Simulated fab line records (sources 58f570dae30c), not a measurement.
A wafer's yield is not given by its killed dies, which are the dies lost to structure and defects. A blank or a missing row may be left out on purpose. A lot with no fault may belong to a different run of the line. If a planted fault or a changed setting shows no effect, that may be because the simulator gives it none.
fab line records | flow berkeleyCmos170
record lots=14 | wafers=42 | lastDay=12
route steps=331 shown FIELD@91 GATE@138 PLDD@151 NLDD@168 PSD@184
lots that met no fault: from a run of the same line without faults
startH: the number of hours between the record's first day and the start of the first shown wafer of the lot | waitH: how many hours have passed since the lot's step before this one | " same as the row above | L1.1+2: a single row standing in for several wafers | - no value, or no start given | * or withheld: withheld | < > ~ a bound
route shown NAME@n: names a module that has steps shown in the file, with the first one's number in the route | usual: average and standard deviation across the fault-free wafers | same: alike in all rows | chamber/n: place in a boat | sites: the reading at each site | _std_site: how widely they spread, as a standard deviation | _edge_site: outer sites' mean less inner sites' | radiusMm: for every site, how far away it sits from the centre of the wafer | mask NAME#n: copy n | behind: the tool/chamber that last shaped the wafer | hold: why the lot was held/for how many hours/how that ended | device: the transistor (n, p or np) that didn't switch | end of line: the same wafers' tests at the end of the route | where a step has no rows: the recipe by itself | killed: at the first sort, the dies lost to defects and structure; wafer yield is something else | map: dies across one wafer; x = killed, . = not, _ = none there
set.NAME: the run value of the setting; set.NAME@STEP: its run value at that earlier step | model.NAME: the simulator's own value behind a step, which no gauge read
route steps across a sampled set of lots; one table per step, one row per wafer
services: the hour from which a tool's chamber was out of use, counted from the record's first day as startH (under 0 if before that day), plus the number of hours and why
## steps
# step UCB170_FIELD_THK_MEAS_02
# recipe reads=SiO2_of_FIELD_OXIDATION_01
# usual FIELD_OXIDE_THK=555/8.7
lot.wafer | tool         | chamber | startH | waitH | FIELD_OXIDE_THK[nm]
L784.1    | filmMetro-02 | -       | 113.98 | 0.0   | 568
L784.5    | "            | -       | "      | "     | 565
L784.6    | "            | -       | "      | "     | 567
L783.3    | filmMetro-02 | -       | 114.06 | 0.1   | 565
L783.4    | "            | -       | "      | "     | 569
L783.5    | "            | -       | "      | "     | 566
L786.1    | filmMetro-03 | -       | 121.87 | 0.1   | 563
L786.5    | "            | -       | "      | "     | 565
L786.6    | "            | -       | "      | "     | 559
L787.4    | filmMetro-03 | -       | 126.70 | 0.0   | 561
L787.5    | "            | -       | "      | "     | 552
L787.6    | "            | -       | "      | "     | 553
L789.1    | filmMetro-03 | -       | 137.78 | 0.0   | 556
L789.3    | "            | -       | "      | "     | 557
L789.4    | "            | -       | "      | "     | 560
L790.2    | filmMetro-03 | -       | 137.85 | 0.1   | 556
L790.4    | "            | -       | "      | "     | 562
L790.5    | "            | -       | "      | "     | 556
L791.1    | filmMetro-03 | -       | 147.45 | 0.0   | 550
L791.4    | "            | -       | "      | "     | 557
L791.5    | "            | -       | "      | "     | 550
L792.1    | filmMetro-04 | -       | 147.45 | 0.0   | 558
L792.2    | "            | -       | "      | "     | 570
L792.4    | "            | -       | "      | "     | 567
L793.2    | filmMetro-03 | -       | 154.31 | 0.0   | 551
L793.4    | "            | -       | "      | "     | 551
L793.6    | "            | -       | "      | "     | 562
L794.1    | filmMetro-02 | -       | 169.67 | 0.0   | 548
L794.5    | "            | -       | "      | "     | 538
L794.6    | "            | -       | "      | "     | 542
L796.1    | filmMetro-02 | -       | 169.73 | 0.1   | 564
L796.3    | "            | -       | "      | "     | 559
L796.4    | "            | -       | "      | "     | 560
L801.2    | filmMetro-04 | -       | 193.74 | 0.0   | 560
L801.4    | "            | -       | "      | "     | 561
L801.5    | "            | -       | "      | "     | 563
L805.1    | filmMetro-04 | -       | 217.58 | 0.0   | 551
L805.3    | "            | -       | "      | "     | 538
L805.5    | "            | -       | "      | "     | 543
L806.3    | filmMetro-03 | -       | 217.60 | 0.0   | 555
L806.5    | "            | -       | "      | "     | 558
L806.6    | "            | -       | "      | "     | 551
# step UCB170_GATE_CD_MEAS_12
# recipe targetCdNm=350
# usual cdNm=349.7/1.3
lot.wafer | tool     | chamber | startH | waitH | cdNm
L784.1    | cdSem-02 | -       | 156.50 | -     | 347.6
L784.5    | "        | -       | "      | "     | 348.3
L784.6    | "        | -       | "      | "     | 348.3
L783.3    | cdSem-02 | -       | 157.18 | -     | 348.5
L783.4    | "        | -       | "      | "     | 348.7
L783.5    | "        | -       | "      | "     | 350.4
L787.4    | cdSem-01 | -       | 169.96 | -     | 350.2
L787.5    | "        | -       | "      | "     | 351.1
L787.6    | "        | -       | "      | "     | 351.0
L786.1    | cdSem-01 | -       | 170.26 | -     | 349.8
L786.5    | "        | -       | "      | "     | 350.5
L786.6    | "        | -       | "      | "     | 350.3
L790.2    | cdSem-01 | -       | 185.63 | -     | 349.2
L790.4    | "        | -       | "      | "     | 349.9
L790.5    | "        | -       | "      | "     | 349.9
L789.1    | cdSem-01 | -       | 185.94 | -     | 352.3
L789.3    | "        | -       | "      | "     | 351.4
L789.4    | "        | -       | "      | "     | 351.1
L792.1    | cdSem-01 | -       | 192.94 | -     | 350.8
L792.2    | "        | -       | "      | "     | 350.8
L792.4    | "        | -       | "      | "     | 351.1
L791.1    | cdSem-01 | -       | 193.18 | -     | 350.3
L791.4    | "        | -       | "      | "     | 349.8
L791.5    | "        | -       | "      | "     | 351.8
L793.2    | cdSem-02 | -       | 203.05 | -     | 349.3
L793.4    | "        | -       | "      | "     | 349.8
L793.6    | "        | -       | "      | "     | 348.0
L796.1    | cdSem-02 | -       | 213.89 | -     | 348.8
L796.3    | "        | -       | "      | "     | 348.9
L796.4    | "        | -       | "      | "     | 350.2
L794.1    | cdSem-02 | -       | 214.13 | -     | 350.1
L794.5    | "        | -       | "      | "     | 350.3
L794.6    | "        | -       | "      | "     | 349.6
L801.2    | cdSem-01 | -       | 239.12 | -     | 349.3
L801.4    | "        | -       | "      | "     | 347.6
L801.5    | "        | -       | "      | "     | 349.5
L805.1    | cdSem-01 | -       | 258.77 | -     | 350.9
L805.3    | "        | -       | "      | "     | 350.2
L805.5    | "        | -       | "      | "     | 349.4
L806.3    | cdSem-01 | -       | 259.09 | -     | 351.5
L806.5    | "        | -       | "      | "     | 350.5
L806.6    | "        | -       | "      | "     | 349.7
# step UCB170_PLDD_CD_MEAS_06
# recipe targetCdNm=1200
# usual cdNm=1200.2/1.5
lot.wafer | tool     | chamber | startH | waitH | cdNm
L784.1    | cdSem-02 | -       | 159.06 | -     | 1202.1
L784.5    | "        | -       | "      | "     | 1201.5
L784.6    | "        | -       | "      | "     | 1201.1
L783.3    | cdSem-01 | -       | 159.27 | -     | 1201.7
L783.4    | "        | -       | "      | "     | 1201.0
L783.5    | "        | -       | "      | "     | 1200.8
L787.4    | cdSem-01 | -       | 171.93 | -     | 1199.0
L787.5    | "        | -       | "      | "     | 1198.3
L787.6    | "        | -       | "      | "     | 1199.5
L786.1    | cdSem-01 | -       | 172.04 | -     | 1200.5
L786.5    | "        | -       | "      | "     | 1199.8
L786.6    | "        | -       | "      | "     | 1199.3
L790.2    | cdSem-01 | -       | 188.68 | -     | 1203.7
L790.4    | "        | -       | "      | "     | 1203.6
L790.5    | "        | -       | "      | "     | 1202.8
L789.1    | cdSem-02 | -       | 188.77 | -     | 1201.6
L789.3    | "        | -       | "      | "     | 1200.7
L789.4    | "        | -       | "      | "     | 1201.7
L792.1    | cdSem-02 | -       | 195.00 | -     | 1200.7
L792.2    | "        | -       | "      | "     | 1200.9
L792.4    | "        | -       | "      | "     | 1200.1
L791.1    | cdSem-01 | -       | 195.27 | -     | 1201.6
L791.4    | "        | -       | "      | "     | 1201.4
L791.5    | "        | -       | "      | "     | 1202.4
L793.2    | cdSem-01 | -       | 205.37 | -     | 1201.2
L793.4    | "        | -       | "      | "     | 1202.5
L793.6    | "        | -       | "      | "     | 1200.1
L796.1    | cdSem-01 | -       | 215.84 | -     | 1197.4
L796.3    | "        | -       | "      | "     | 1197.3
L796.4    | "        | -       | "      | "     | 1197.8
L794.1    | cdSem-02 | -       | 215.99 | -     | 1200.7
L794.5    | "        | -       | "      | "     | 1200.2
L794.6    | "        | -       | "      | "     | 1200.5
L801.2    | cdSem-01 | -       | 241.00 | -     | 1198.5
L801.4    | "        | -       | "      | "     | 1199.3
L801.5    | "        | -       | "      | "     | 1200.5
L805.1    | cdSem-02 | -       | 261.31 | -     | 1198.5
L805.3    | "        | -       | "      | "     | 1199.5
L805.5    | "        | -       | "      | "     | 1198.0
L806.3    | cdSem-01 | -       | 261.38 | -     | 1199.1
L806.5    | "        | -       | "      | "     | 1200.1
L806.6    | "        | -       | "      | "     | 1198.7
# step UCB170_NLDD_STRIP_10
# recipe chemistry=O2 | powerW=400 | pressureMtorr=3500 | platenTempC=withheld | o2FlowSccm=400 | overashFraction=0.5
# usual chamberPressureMTorr=3500/3.3 | drypumpMotorCurrentA=6.00/0.26 | oesProductAu=0.735/0.0039 | stripTimeToEndpointS=21.60/0.059
lot.wafer | tool           | chamber | startH | waitH | chamberPressureMTorr | drypumpMotorCurrentA | oesProductAu | rfHoursCounterH | stripTimeToEndpointS
L784.1    | plasmaAsher-03 | 1       | 161.44 | 0.1   | 3506                 | 5.61                 | 0.737        | 45              | 21.52
L784.5    | "              | 1       | "      | "     | 3501                 | 5.59                 | 0.737        | -               | 21.65
L784.6    | "              | 0       | "      | "     | 3497                 | 6.17                 | 0.742        | -               | 21.61
L783.3    | plasmaAsher-04 | 1       | 161.96 | 0.1   | 3501                 | 6.08                 | 0.735        | -               | 21.64
L783.4    | "              | 0       | "      | "     | 3499                 | 6.21                 | 0.734        | -               | 21.63
L783.5    | "              | 0       | "      | "     | 3496                 | 6.21                 | 0.737        | -               | 21.65
L787.4    | plasmaAsher-04 | 0       | 174.58 | 0.1   | 3497                 | 6.16                 | 0.739        | -               | 21.61
L787.5    | "              | 1       | "      | "     | 3499                 | 6.06                 | 0.735        | -               | 21.63
L787.6    | "              | 0       | "      | "     | 3495                 | 6.16                 | 0.741        | -               | 21.61
L786.1    | plasmaAsher-03 | 0       | 174.85 | 0.1   | 3504                 | 6.12                 | 0.749        | 47              | 21.54
L786.5    | "              | 1       | "      | "     | 3497                 | 5.62                 | 0.729        | -               | 21.56
L786.6    | "              | 0       | "      | "     | 3501                 | 6.13                 | 0.729        | -               | 21.59
L790.2    | plasmaAsher-03 | 1       | 192.77 | 0.1   | 3498                 | 5.61                 | 0.734        | 49              | 21.70
L790.4    | "              | 0       | "      | "     | 3496                 | 6.14                 | 0.736        | -               | 21.66
L790.5    | "              | 1       | "      | "     | 3497                 | 5.60                 | 0.730        | -               | 21.72
L789.1    | plasmaAsher-01 | 0       | 192.92 | 0.1   | 3499                 | 6.29                 | 0.734        | 36              | 21.68
L789.3    | "              | 0       | "      | "     | 3501                 | 6.33                 | 0.730        | -               | 21.62
L789.4    | "              | 1       | "      | "     | 3498                 | 5.75                 | 0.734        | -               | 21.60
L792.1    | plasmaAsher-03 | 1       | 198.13 | 0.1   | 3503                 | 5.59                 | 0.730        | 49              | 21.53
L792.2    | "              | 0       | "      | "     | 3500                 | 6.13                 | 0.732        | 49              | 21.49
L792.4    | "              | 1       | "      | "     | 3499                 | 5.60                 | 0.737        | -               | 21.55
L791.1    | plasmaAsher-01 | 0       | 198.33 | 0.1   | 3498                 | 6.30                 | 0.736        | 37              | 21.70
L791.4    | "              | 1       | "      | "     | 3507                 | 5.74                 | 0.739        | -               | 21.74
L791.5    | "              | 0       | "      | "     | 3503                 | 6.32                 | 0.735        | -               | 21.71
L793.2    | plasmaAsher-04 | 0       | 207.82 | 0.1   | 3503                 | 6.14                 | 0.731        | 46              | 21.50
L793.4    | "              | 1       | "      | "     | 3502                 | 6.06                 | 0.732        | -               | 21.54
L793.6    | "              | 0       | "      | "     | 3496                 | 6.19                 | 0.737        | -               | 21.58
L796.1    | plasmaAsher-03 | 1       | 218.72 | 0.1   | 3507                 | 5.64                 | 0.737        | 52              | 21.50
L796.3    | "              | 0       | "      | "     | 3500                 | 6.13                 | 0.735        | -               | 21.48
L796.4    | "              | 1       | "      | "     | 3499                 | 5.62                 | 0.742        | -               | 21.55
L794.1    | plasmaAsher-03 | 1       | 219.02 | 0.1   | 3496                 | 5.61                 | 0.736        | 52              | 21.59
L794.5    | "              | 1       | "      | "     | 3504                 | 5.62                 | 0.729        | -               | 21.65
L794.6    | "              | 0       | "      | "     | 3498                 | 6.16                 | 0.734        | -               | 21.59
L801.2    | plasmaAsher-01 | 1       | 243.34 | 0.1   | 3500                 | 5.71                 | 0.734        | 42              | 21.62
L801.4    | "              | 1       | "      | "     | 3500                 | 5.68                 | 0.734        | -               | 21.65
L801.5    | "              | 1       | "      | "     | 3498                 | 5.68                 | 0.732        | -               | 21.60
L805.1    | plasmaAsher-01 | 1       | 263.73 | 0.1   | -                    | -                    | -            | -               | -
L805.3    | "              | 0       | "      | "     | -                    | -                    | -            | -               | -
L805.5    | "              | 0       | "      | "     | -                    | -                    | -            | -               | -
L806.3    | plasmaAsher-03 | 1       | 264.31 | 0.1   | -                    | -                    | -            | -               | -
L806.5    | "              | 1       | "      | "     | -                    | -                    | -            | -               | -
L806.6    | "              | 0       | "      | "     | -                    | -                    | -            | -               | -
# step UCB170_PSD_STRIP_09
# recipe chemistry=O2 | powerW=400 | pressureMtorr=3500 | platenTempC=withheld | o2FlowSccm=400 | overashFraction=0.5
# usual chamberPressureMTorr=3500/3.1 | drypumpMotorCurrentA=5.98/0.26 | oesProductAu=0.601/0.0044 | stripTimeToEndpointS=29.30/0.06
lot.wafer | tool           | chamber | startH | waitH | chamberPressureMTorr | drypumpMotorCurrentA | oesProductAu | rfHoursCounterH | stripTimeToEndpointS
L784.1    | plasmaAsher-01 | 1       | 165.95 | 0.1   | 3498                 | 5.76                 | 0.606        | 33              | 29.30
L784.5    | "              | 1       | "      | "     | 3495                 | 5.72                 | 0.606        | -               | 29.21
L784.6    | "              | 0       | "      | "     | 3502                 | 6.33                 | 0.597        | -               | 29.28
L783.3    | plasmaAsher-01 | 0       | 169.87 | 0.1   | 3496                 | 6.31                 | 0.607        | -               | 29.30
L783.4    | "              | 1       | "      | "     | 3496                 | 5.71                 | 0.601        | -               | 29.30
L783.5    | "              | 1       | "      | "     | 3504                 | 5.69                 | 0.605        | -               | 29.31
L787.4    | plasmaAsher-01 | 1       | 183.86 | 0.1   | 3497                 | 5.73                 | 0.604        | -               | 29.34
L787.5    | "              | 0       | "      | "     | 3501                 | 6.31                 | 0.600        | -               | 29.34
L787.6    | "              | 1       | "      | "     | 3499                 | 5.75                 | 0.596        | -               | 29.34
L786.1    | plasmaAsher-02 | 0       | 184.13 | 0.1   | 3497                 | 5.69                 | 0.601        | 9               | 29.36
L786.5    | "              | 1       | "      | "     | 3495                 | 5.75                 | 0.599        | -               | 29.37
L786.6    | "              | 0       | "      | "     | 3502                 | 5.71                 | 0.607        | -               | 29.29
L790.2    | plasmaAsher-04 | 1       | 200.46 | 0.1   | 3502                 | 6.08                 | 0.607        | 46              | 29.29
L790.4    | "              | 0       | "      | "     | 3499                 | 6.20                 | 0.604        | -               | 29.31
L790.5    | "              | 0       | "      | "     | 3501                 | 6.21                 | 0.607        | -               | 29.31
L789.1    | plasmaAsher-01 | 0       | 200.64 | 0.1   | 3501                 | 6.34                 | 0.602        | 37              | 29.30
L789.3    | "              | 0       | "      | "     | 3501                 | 6.33                 | 0.603        | -               | 29.29
L789.4    | "              | 1       | "      | "     | 3499                 | 5.73                 | 0.603        | -               | 29.36
L792.1    | plasmaAsher-01 | 0       | 205.93 | 0.1   | 3500                 | 6.33                 | 0.604        | 38              | 29.25
L792.2    | "              | 1       | "      | "     | 3503                 | 5.78                 | 0.601        | 38              | 29.22
L792.4    | "              | 1       | "      | "     | 3506                 | 5.77                 | 0.591        | -               | 29.24
L791.1    | plasmaAsher-02 | 1       | 206.10 | 0.1   | 3504                 | 5.76                 | 0.606        | 11              | 29.21
L791.4    | "              | 0       | "      | "     | 3498                 | 5.71                 | 0.603        | -               | 29.16
L791.5    | "              | 0       | "      | "     | 3500                 | 5.70                 | 0.599        | -               | 29.16
L793.2    | plasmaAsher-04 | 1       | 215.09 | 0.1   | 3498                 | 6.07                 | 0.602        | 47              | 29.33
L793.4    | "              | 0       | "      | "     | 3495                 | 6.14                 | 0.599        | -               | 29.29
L793.6    | "              | 0       | "      | "     | 3498                 | 6.14                 | 0.599        | -               | 29.34
L796.1    | plasmaAsher-02 | 1       | 226.94 | 0.1   | 3506                 | 5.72                 | 0.604        | 14              | 29.33
L796.3    | "              | 1       | "      | "     | 3502                 | 5.78                 | 0.610        | -               | 29.29
L796.4    | "              | 0       | "      | "     | 3496                 | 5.70                 | 0.599        | -               | 29.32
L794.1    | plasmaAsher-01 | 0       | 227.18 | 0.1   | 3496                 | 6.37                 | 0.602        | 40              | 29.36
L794.5    | "              | 0       | "      | "     | 3497                 | 6.33                 | 0.589        | -               | 29.36
L794.6    | "              | 1       | "      | "     | 3501                 | 5.75                 | 0.599        | -               | 29.34
L801.2    | plasmaAsher-01 | 0       | 250.08 | 0.1   | 3504                 | 6.28                 | 0.607        | 43              | 29.21
L801.4    | "              | 1       | "      | "     | 3503                 | 5.75                 | 0.602        | -               | 29.24
L801.5    | "              | 1       | "      | "     | 3504                 | 5.77                 | 0.609        | -               | 29.22
L805.1    | plasmaAsher-01 | 1       | 268.43 | 0.1   | 3501                 | 5.76                 | 0.665        | 46              | 55.37
L805.3    | "              | 1       | "      | "     | 3495                 | 5.74                 | 0.668        | -               | 55.52
L805.5    | "              | 0       | "      | "     | 3499                 | 6.34                 | 0.672        | -               | 55.43
L806.3    | plasmaAsher-01 | 0       | 273.48 | 0.1   | 3496                 | 6.34                 | 0.663        | -               | 55.26
L806.5    | "              | 0       | "      | "     | 3499                 | 6.32                 | 0.663        | -               | 55.37
L806.6    | "              | 1       | "      | "     | 3500                 | 5.73                 | 0.656        | -               | 55.34
# step UCB170_PSD_TW_MEAS_10
# usual PSD_TW=2333/16
lot.wafer | tool         | chamber | startH | waitH | hold                    | PSD_TW
L784.1    | filmMetro-04 | -       | 166.05 | 0.1   | -                       | 2304
L784.5    | "            | -       | "      | "     | -                       | 2307
L784.6    | "            | -       | "      | "     | -                       | 2307
L783.3    | filmMetro-01 | -       | 169.96 | 0.1   | -                       | 2343
L783.4    | "            | -       | "      | "     | -                       | 2339
L783.5    | "            | -       | "      | "     | -                       | 2348
L787.4    | filmMetro-02 | -       | 183.96 | 0.1   | -                       | 2339
L787.5    | "            | -       | "      | "     | -                       | 2344
L787.6    | "            | -       | "      | "     | -                       | 2336
L786.1    | filmMetro-02 | -       | 184.23 | 0.1   | -                       | 2348
L786.5    | "            | -       | "      | "     | -                       | 2350
L786.6    | "            | -       | "      | "     | -                       | 2349
L790.2    | filmMetro-01 | -       | 200.57 | 0.1   | -                       | 2340
L790.4    | "            | -       | "      | "     | -                       | 2341
L790.5    | "            | -       | "      | "     | -                       | 2351
L789.1    | filmMetro-02 | -       | 200.74 | 0.1   | -                       | 2347
L789.3    | "            | -       | "      | "     | -                       | 2342
L789.4    | "            | -       | "      | "     | -                       | 2352
L792.1    | filmMetro-02 | -       | 206.03 | 0.1   | -                       | 2329
L792.2    | "            | -       | "      | "     | -                       | 2337
L792.4    | "            | -       | "      | "     | -                       | 2325
L791.1    | filmMetro-01 | -       | 206.20 | 0.1   | -                       | 2344
L791.4    | "            | -       | "      | "     | -                       | 2339
L791.5    | "            | -       | "      | "     | -                       | 2333
L793.2    | filmMetro-01 | -       | 215.20 | 0.1   | -                       | 2333
L793.4    | "            | -       | "      | "     | -                       | 2331
L793.6    | "            | -       | "      | "     | -                       | 2334
L796.1    | filmMetro-04 | -       | 227.04 | 0.1   | -                       | 2319
L796.3    | "            | -       | "      | "     | -                       | 2312
L796.4    | "            | -       | "      | "     | -                       | 2333
L794.1    | filmMetro-02 | -       | 227.28 | 0.1   | -                       | 2330
L794.5    | "            | -       | "      | "     | -                       | 2333
L794.6    | "            | -       | "      | "     | -                       | 2310
L801.2    | filmMetro-04 | -       | 250.19 | 0.1   | -                       | 2311
L801.4    | "            | -       | "      | "     | -                       | 2312
L801.5    | "            | -       | "      | "     | -                       | 2311
L805.1    | filmMetro-04 | -       | 268.53 | 0.1   | awaitDispo/0.2h/release | 30
L805.3    | "            | -       | "      | "     | awaitDispo/0.2h/release | 30
L805.5    | "            | -       | "      | "     | awaitDispo/0.2h/release | 30
L805.1    | filmMetro-04 | -       | 268.76 | 0.2   | -                       | 30
L805.3    | "            | -       | "      | "     | -                       | 30
L805.5    | "            | -       | "      | "     | -                       | 30
L806.3    | filmMetro-02 | -       | 273.57 | 0.1   | awaitDispo/0.2h/release | 30
L806.5    | "            | -       | "      | "     | awaitDispo/0.2h/release | 30
L806.6    | "            | -       | "      | "     | awaitDispo/0.2h/release | 30
L806.3    | filmMetro-02 | -       | 273.79 | 0.2   | -                       | 30
L806.5    | "            | -       | "      | "     | -                       | 30
L806.6    | "            | -       | "      | "     | -                       | 30
## services
tool           | chamber | startH | hours | kind
plasmaAsher-02 | -       | 197.48 | 2.8   | pm
plasmaAsher-04 | -       | 244.26 | 7.3   | repair
## key
firstSign step=UCB170_NLDD_STRIP_10 | reading=toolRecord | direction=missing
effect step=UCB170_PSD_STRIP_09 | reading=stripTimeToEndpointS | direction=up | sigmas=99+ | usual=* | struck=*
effect step=UCB170_PSD_TW_MEAS_10 | reading=visit | direction=added
effect step=UCB170_PSD_TW_MEAS_10 | reading=PSD_TW | direction=down | sigmas=99+ | usual=2333 | struck=30
metAt UCB170_NLDD_STRIP_10
struckLots L805,L806
scrappedBehind UCB170_PSD_TW_MEAS_10 L805.1,L805.3,L805.5,L806.3,L806.5,L806.6
notActingAt UCB170_FIELD_THK_MEAS_02,UCB170_GATE_CD_MEAS_12,UCB170_PLDD_CD_MEAS_06
onsetBetween 243.34 263.73
fault kind=skippedStepWhole | tool=plasmaAsher-01,plasmaAsher-03 | chamber=- | onsetH=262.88 | steps=UCB170_NLDD_STRIP_10 | scope=struckLotsOnly
